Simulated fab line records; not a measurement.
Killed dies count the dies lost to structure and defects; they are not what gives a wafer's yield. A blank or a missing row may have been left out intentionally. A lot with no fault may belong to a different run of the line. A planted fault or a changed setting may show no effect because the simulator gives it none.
fab line records + flow berkeleyCmos170
record
- lots=14
- wafers=42
- lastDay=13
route steps=331 shown NWELL@29 ACTIVE@76 PFIELD@85 V1@266
lots that met no fault: taken from a fault-free run of the same line
startH: hours from the record's opening day to when the first of the lot's shown wafers began + waitH: hours elapsed since this lot's preceding step + " as in the row above + L1.1+2: one row covering several wafers at once + - either no value or no given start + * or withheld: withheld + < > ~ a bound
route shown NAME@n: NAME is a module with steps in the file, n the number in the route of the first one + usual: mean/standard deviation of fault-free wafers + same: alike in all rows + chamber/n: place in a boat + sites: the reading at each site + _std_site: standard deviation of those values + _edge_site: the outer-site mean with the inner-site mean subtracted + radiusMm: how far each site lies from the wafer's centre + mask NAME#n: copy n + behind: tool/chamber where the wafer was last shaped + hold: cause of the lot's hold/its duration in hours/its outcome + device: names the non-switching transistor (n, p or np) + end of line: the route-end tests of the same wafers + a step without rows: its recipe alone + killed: not the wafer's yield, but the dies lost to structure and defects at the first sort + map: the dies of a wafer, with x for killed, . for not killed, _ for no die there
set.NAME: the run value of the setting; set.NAME@STEP: its run value at that earlier step + model.NAME: the simulator's own value behind a step, which no gauge read
one table for each step of the route and one row for each wafer, over a sample of lots
services: from which hour (startH, from the record's first day; less than 0 if before it) a tool's chamber was out of use, for how many hours, and why
## steps
# step UCB170_NWELL_STRIP_15
# recipe
- chemistry=O2
- powerW=400
- pressureMtorr=3500
- platenTempC=withheld
- o2FlowSccm=400
- overashFraction=0.5
# usual
- chamberPressureMTorr=3500/3.3
- drypumpMotorCurrentA=5.6/0.42
- oesProductAu=0.721/0.005
- stripTimeToEndpointS=18.00/0.091
| lot.wafer | tool           | chamber | startH | waitH | chamberPressureMTorr | drypumpMotorCurrentA | oesProductAu | rfHoursCounterH | stripTimeToEndpointS |
|-----------|----------------|---------|--------|-------|----------------------|----------------------|--------------|-----------------|----------------------|
| L161.1    | plasmaAsher-01 | 0       | 44.64  | 0.1   | 3501                 | 5.2                  | 0.719        | 31              | 18.15                |
| L161.4    | "              | 1       | "      | "     | 3496                 | 5.6                  | 0.722        | -               | 18.16                |
| L161.6    | "              | 0       | "      | "     | 3500                 | 5.2                  | 0.726        | -               | 18.09                |
| L162.1    | plasmaAsher-03 | 0       | 50.64  | 0.1   | 3493                 | 5.6                  | 0.725        | 30              | 18.07                |
| L162.4    | "              | 0       | "      | "     | 3498                 | 5.6                  | 0.722        | -               | 17.99                |
| L162.6    | "              | 0       | "      | "     | 3501                 | 5.6                  | 0.727        | -               | 17.98                |
| L165.2    | plasmaAsher-03 | 1       | 59.21  | 0.1   | 3497                 | 5.8                  | 0.719        | 30              | 18.15                |
| L165.4    | "              | 1       | "      | "     | 3507                 | 5.8                  | 0.720        | -               | 18.10                |
| L165.6    | "              | 0       | "      | "     | 3498                 | 5.6                  | 0.725        | -               | 18.03                |
| L170.2    | plasmaAsher-03 | 0       | 82.92  | 0.1   | -                    | -                    | -            | -               | -                    |
| L170.3    | "              | 0       | "      | "     | -                    | -                    | -            | -               | -                    |
| L170.6    | "              | 1       | "      | "     | -                    | -                    | -            | -               | -                    |
| L171.1    | plasmaAsher-02 | 0       | 90.55  | 0.1   | -                    | -                    | -            | -               | -                    |
| L171.5    | "              | 1       | "      | "     | -                    | -                    | -            | -               | -                    |
| L171.6    | "              | 0       | "      | "     | -                    | -                    | -            | -               | -                    |
| L176.1    | plasmaAsher-02 | 0       | 118.06 | 0.1   | 3496                 | 6.2                  | 0.720        | 30              | 17.87                |
| L176.2    | "              | 1       | "      | "     | 3503                 | 5.1                  | 0.724        | 30              | 17.97                |
| L176.6    | "              | 1       | "      | "     | 3499                 | 5.1                  | 0.731        | -               | 17.98                |
| L177.2    | plasmaAsher-01 | 0       | 118.33 | 0.1   | 3498                 | 5.2                  | 0.722        | 40              | 17.97                |
| L177.4    | "              | 1       | "      | "     | 3507                 | 5.6                  | 0.724        | -               | 18.00                |
| L177.5    | "              | 0       | "      | "     | 3501                 | 5.2                  | 0.719        | -               | 17.97                |
| L179.2    | plasmaAsher-03 | 1       | 125.73 | 0.2   | 3501                 | 5.8                  | 0.723        | 1               | 18.01                |
| L179.3    | "              | 1       | "      | "     | 3504                 | 5.8                  | 0.723        | -               | 18.00                |
| L179.4    | "              | 0       | "      | "     | 3501                 | 5.6                  | 0.720        | -               | 18.02                |
| L178.1    | plasmaAsher-01 | 0       | 126.01 | 0.1   | 3496                 | 5.2                  | 0.720        | 41              | 18.03                |
| L178.3    | "              | 1       | "      | "     | 3493                 | 5.6                  | 0.729        | -               | 18.08                |
| L178.5    | "              | 0       | "      | "     | 3499                 | 5.2                  | 0.714        | -               | 17.98                |
| L180.3    | plasmaAsher-02 | 1       | 132.70 | 0.1   | 3501                 | 5.1                  | 0.729        | -               | 17.80                |
| L180.4    | "              | 0       | "      | "     | 3499                 | 6.2                  | 0.719        | -               | 17.85                |
| L180.6    | "              | 1       | "      | "     | 3494                 | 5.1                  | 0.728        | -               | 17.89                |
| L181.1    | plasmaAsher-02 | 1       | 136.78 | 0.1   | 3497                 | 5.1                  | 0.720        | 31              | 18.05                |
| L181.3    | "              | 0       | "      | "     | 3498                 | 6.2                  | 0.729        | -               | 18.03                |
| L181.5    | "              | 1       | "      | "     | 3502                 | 5.1                  | 0.724        | -               | 18.10                |
| L182.2    | plasmaAsher-02 | 0       | 145.51 | 0.1   | 3497                 | 6.2                  | 0.727        | 32              | 17.91                |
| L182.5    | "              | 1       | "      | "     | 3496                 | 5.1                  | 0.715        | -               | 17.81                |
| L182.6    | "              | 0       | "      | "     | 3503                 | 6.2                  | 0.722        | -               | 17.96                |
| L183.1    | plasmaAsher-03 | 1       | 145.71 | 0.1   | 3499                 | 5.8                  | 0.727        | 3               | 18.07                |
| L183.3    | "              | 1       | "      | "     | 3506                 | 5.8                  | 0.720        | -               | 18.04                |
| L183.4    | "              | 0       | "      | "     | 3501                 | 5.6                  | 0.721        | -               | 18.10                |
| L184.2    | plasmaAsher-02 | 0       | 156.06 | 0.1   | 3505                 | 6.2                  | 0.718        | 34              | 18.02                |
| L184.3    | "              | 0       | "      | "     | 3499                 | 6.2                  | 0.727        | -               | 18.04                |
| L184.6    | "              | 1       | "      | "     | 3503                 | 5.1                  | 0.711        | -               | 18.00                |
# step UCB170_ACTIVE_STRIP_16
# recipe
- chemistry=O2
- powerW=400
- pressureMtorr=3500
- platenTempC=withheld
- o2FlowSccm=400
- overashFraction=0.5
# usual
- chamberPressureMTorr=3499.8/2.8
- drypumpMotorCurrentA=5.4/0.44
- oesProductAu=0.721/0.0043
- stripTimeToEndpointS=18.04/0.083
| lot.wafer | tool           | chamber | startH | waitH | chamberPressureMTorr | drypumpMotorCurrentA | oesProductAu | rfHoursCounterH | stripTimeToEndpointS |
|-----------|----------------|---------|--------|-------|----------------------|----------------------|--------------|-----------------|----------------------|
| L161.1    | plasmaAsher-01 | 1       | 104.58 | 0.1   | 3503.5               | 5.6                  | 0.722        | 38              | 17.92                |
| L161.4    | "              | 1       | "      | "     | 3500.3               | 5.6                  | 0.723        | -               | 18.00                |
| L161.6    | "              | 1       | "      | "     | 3499.8               | 5.6                  | 0.722        | -               | 17.85                |
| L162.1    | plasmaAsher-02 | 1       | 112.52 | 0.1   | 3502.7               | 5.1                  | 0.720        | 29              | 18.09                |
| L162.4    | "              | 1       | "      | "     | 3499.4               | 5.1                  | 0.724        | -               | 18.04                |
| L162.6    | "              | 0       | "      | "     | 3499.9               | 6.2                  | 0.721        | -               | 18.03                |
| L165.2    | plasmaAsher-04 | 1       | 112.76 | 0.1   | 3497.6               | 5.0                  | 0.723        | 38              | 17.89                |
| L165.4    | "              | 0       | "      | "     | 3502.1               | 5.4                  | 0.721        | -               | 17.88                |
| L165.6    | "              | 1       | "      | "     | 3497.7               | 5.0                  | 0.717        | -               | 17.94                |
| L177.2    | plasmaAsher-02 | 0       | 173.17 | 0.1   | 3496.1               | 6.2                  | 0.725        | 35              | 18.14                |
| L177.4    | "              | 1       | "      | "     | 3497.4               | 5.1                  | 0.726        | -               | 18.09                |
| L177.5    | "              | 0       | "      | "     | 3501.0               | 6.2                  | 0.720        | -               | 18.19                |
| L176.1    | plasmaAsher-01 | 1       | 173.41 | 0.1   | 3500.6               | 5.6                  | 0.725        | 45              | 18.11                |
| L176.2    | "              | 0       | "      | "     | 3500.8               | 5.2                  | 0.718        | 45              | 18.06                |
| L176.6    | "              | 1       | "      | "     | 3501.4               | 5.6                  | 0.721        | -               | 18.05                |
| L178.1    | plasmaAsher-02 | 1       | 184.98 | 0.1   | 3501.9               | 5.1                  | 0.719        | 37              | 18.13                |
| L178.3    | "              | 0       | "      | "     | 3502.8               | 6.2                  | 0.716        | -               | 18.06                |
| L178.5    | "              | 0       | "      | "     | 3496.5               | 6.3                  | 0.723        | -               | 18.06                |
| L180.3    | plasmaAsher-04 | 1       | 185.13 | 0.1   | 3496.6               | 5.0                  | 0.724        | -               | 18.11                |
| L180.4    | "              | 0       | "      | "     | 3503.4               | 5.4                  | 0.723        | -               | 18.00                |
| L180.6    | "              | 0       | "      | "     | 3497.7               | 5.4                  | 0.720        | -               | 18.00                |
| L179.2    | plasmaAsher-02 | 1       | 185.86 | 0.1   | 3501.7               | 5.1                  | 0.725        | 37              | 18.15                |
| L179.3    | "              | 0       | "      | "     | 3501.4               | 6.3                  | 0.721        | -               | 18.01                |
| L179.4    | "              | 1       | "      | "     | 3501.6               | 5.1                  | 0.719        | -               | 17.91                |
| L181.1    | plasmaAsher-02 | 1       | 197.82 | 0.1   | 3503.3               | 5.1                  | 0.715        | 38              | 18.00                |
| L181.3    | "              | 1       | "      | "     | 3492.4               | 5.0                  | 0.716        | -               | 18.17                |
| L181.5    | "              | 1       | "      | "     | 3502.6               | 5.1                  | 0.725        | -               | 18.09                |
| L183.1    | plasmaAsher-01 | 1       | 198.18 | 0.1   | 3497.9               | 5.6                  | 0.714        | 48              | 18.16                |
| L183.3    | "              | 0       | "      | "     | 3498.3               | 5.2                  | 0.717        | -               | 18.16                |
| L183.4    | "              | 1       | "      | "     | 3499.9               | 5.6                  | 0.717        | -               | 18.13                |
| L182.2    | plasmaAsher-04 | 0       | 198.54 | 0.1   | 3499.0               | 5.4                  | 0.718        | 48              | 17.88                |
| L182.5    | "              | 0       | "      | "     | 3497.8               | 5.4                  | 0.719        | -               | 17.93                |
| L182.6    | "              | 1       | "      | "     | 3501.7               | 5.0                  | 0.725        | -               | 17.87                |
| L184.2    | plasmaAsher-01 | 1       | 209.97 | 0.1   | 3496.8               | 5.6                  | 0.712        | 49              | 18.10                |
| L184.3    | "              | 1       | "      | "     | 3501.4               | 5.6                  | 0.728        | -               | 18.16                |
| L184.6    | "              | 0       | "      | "     | 3499.7               | 5.1                  | 0.723        | -               | 18.21                |
# step UCB170_PFIELD_OVL_MEAS_06
# usual
- PFIELD_OVL=-1/4.8
| lot.wafer | tool       | chamber | startH | waitH | PFIELD_OVL[nm] |
|-----------|------------|---------|--------|-------|----------------|
| L161.1    | overlay-01 | -       | 105.82 | -     | -5             |
| L161.4    | "          | -       | "      | "     | 0              |
| L161.6    | "          | -       | "      | "     | -3             |
| L162.1    | overlay-02 | -       | 114.94 | -     | -8             |
| L162.4    | "          | -       | "      | "     | -3             |
| L162.6    | "          | -       | "      | "     | -7             |
| L165.2    | overlay-02 | -       | 115.19 | -     | 0              |
| L165.4    | "          | -       | "      | "     | 1              |
| L165.6    | "          | -       | "      | "     | 2              |
| L177.2    | overlay-02 | -       | 175.37 | -     | 5              |
| L177.4    | "          | -       | "      | "     | -2             |
| L177.5    | "          | -       | "      | "     | -8             |
| L176.1    | overlay-02 | -       | 175.64 | -     | -1             |
| L176.2    | "          | -       | "      | "     | -1             |
| L176.6    | "          | -       | "      | "     | -1             |
| L178.1    | overlay-02 | -       | 187.90 | -     | -3             |
| L178.3    | "          | -       | "      | "     | -4             |
| L178.5    | "          | -       | "      | "     | -4             |
| L180.3    | overlay-02 | -       | 188.19 | -     | -2             |
| L180.4    | "          | -       | "      | "     | -3             |
| L180.6    | "          | -       | "      | "     | -2             |
| L179.2    | overlay-02 | -       | 188.45 | -     | 1              |
| L179.3    | "          | -       | "      | "     | -9             |
| L179.4    | "          | -       | "      | "     | 2              |
| L181.1    | overlay-02 | -       | 200.40 | -     | 9              |
| L181.3    | "          | -       | "      | "     | 1              |
| L181.5    | "          | -       | "      | "     | 4              |
| L183.1    | overlay-02 | -       | 201.21 | -     | -6             |
| L183.3    | "          | -       | "      | "     | -3             |
| L183.4    | "          | -       | "      | "     | -4             |
| L182.2    | overlay-02 | -       | 201.49 | -     | 1              |
| L182.5    | "          | -       | "      | "     | -2             |
| L182.6    | "          | -       | "      | "     | 2              |
| L184.2    | overlay-02 | -       | 211.93 | -     | 3              |
| L184.3    | "          | -       | "      | "     | 8              |
| L184.6    | "          | -       | "      | "     | 2              |
# step UCB170_V1_CD_MEAS_12
# recipe
- targetCdNm=700
# usual
- cdNm=700.0/1.8
| lot.wafer | tool     | chamber | startH | waitH | cdNm  |
|-----------|----------|---------|--------|-------|-------|
| L161.1    | cdSem-02 | -       | 191.64 | -     | 696.8 |
| L161.4    | "        | -       | "      | "     | 698.3 |
| L161.6    | "        | -       | "      | "     | 698.6 |
| L165.2    | cdSem-02 | -       | 204.85 | -     | 703.8 |
| L165.4    | "        | -       | "      | "     | 703.3 |
| L165.6    | "        | -       | "      | "     | 702.9 |
| L162.1    | cdSem-02 | -       | 207.17 | -     | 696.1 |
| L162.4    | "        | -       | "      | "     | 697.5 |
| L162.6    | "        | -       | "      | "     | 696.9 |
| L177.2    | cdSem-02 | -       | 256.76 | -     | 702.2 |
| L177.4    | "        | -       | "      | "     | 701.6 |
| L177.5    | "        | -       | "      | "     | 702.0 |
| L176.1    | cdSem-02 | -       | 258.76 | -     | 697.5 |
| L176.2    | "        | -       | "      | "     | 698.9 |
| L176.6    | "        | -       | "      | "     | 699.3 |
| L180.3    | cdSem-01 | -       | 286.15 | -     | 700.6 |
| L180.4    | "        | -       | "      | "     | 702.2 |
| L180.6    | "        | -       | "      | "     | 701.0 |
| L179.2    | cdSem-01 | -       | 286.37 | -     | 697.9 |
| L179.3    | "        | -       | "      | "     | 699.3 |
| L179.4    | "        | -       | "      | "     | 697.5 |
| L178.1    | cdSem-01 | -       | 286.59 | -     | 699.0 |
| L178.3    | "        | -       | "      | "     | 698.5 |
| L178.5    | "        | -       | "      | "     | 700.6 |
| L183.1    | cdSem-01 | -       | 297.38 | -     | 699.2 |
| L183.3    | "        | -       | "      | "     | 699.2 |
| L183.4    | "        | -       | "      | "     | 697.9 |
| L181.1    | cdSem-01 | -       | 301.44 | -     | 702.4 |
| L181.3    | "        | -       | "      | "     | 700.4 |
| L181.5    | "        | -       | "      | "     | 701.1 |
| L184.2    | cdSem-01 | -       | 301.86 | -     | 701.2 |
| L184.3    | "        | -       | "      | "     | 699.9 |
| L184.6    | "        | -       | "      | "     | 699.7 |
| L182.2    | cdSem-01 | -       | 301.98 | -     | 698.1 |
| L182.5    | "        | -       | "      | "     | 699.2 |
| L182.6    | "        | -       | "      | "     | 699.5 |
## services
| tool           | chamber | startH | hours | kind      |
|----------------|---------|--------|-------|-----------|
| plasmaAsher-02 | -       | 49.45  | 2.8   | pm        |
| plasmaAsher-01 | -       | 98.16  | 1.2   | repair    |
| plasmaAsher-03 | -       | 108.75 | 9.0   | pm        |
| plasmaAsher-03 | 0       | 108.75 | 9.0   | ventCycle |
| plasmaAsher-03 | 1       | 108.75 | 9.0   | ventCycle |
| plasmaAsher-03 | 0       | 117.75 | -     | clean     |
| plasmaAsher-03 | 1       | 117.75 | -     | clean     |
| plasmaAsher-04 | -       | 197.92 | 0.5   | repair    |
## key
firstSign
- step=UCB170_NWELL_STRIP_15
- reading=toolRecord
- direction=missing
effect none on later readings
metAt UCB170_NWELL_STRIP_15
struckLots L170,L171
laterRowsLeftOut L170.2,L170.3,L170.6,L171.1,L171.5,L171.6
sortLeftOut L170.2,L170.3,L170.6,L171.1,L171.5,L171.6
testerLeftOut L170,L171
notActingAt UCB170_ACTIVE_STRIP_16,UCB170_PFIELD_OVL_MEAS_06,UCB170_V1_CD_MEAS_12
onsetBetween 59.21 82.92
fault
- kind=skippedStepWhole
- tool=plasmaAsher-02,plasmaAsher-03
- chamber=-
- onsetH=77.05
- steps=UCB170_NWELL_STRIP_15
- scope=struckLotsOnly
# testerLeftOut: of these lots the tester's yield and bins aren't shown, on N5 and GAA mostly nor the transistor test; their killed dies are dies lost to structure and defects alone, not to doping, threshold or leakage, so they don't give the yield
# sortLeftOut: the simulated sort isn't trusted on such a fault, so these wafers' sort isn't shown, and their yield isn't known
# laterRowsLeftOut: the simulator's readings of these wafers behind a module that went badly wrong aren't trusted and aren't shown, but for the sort
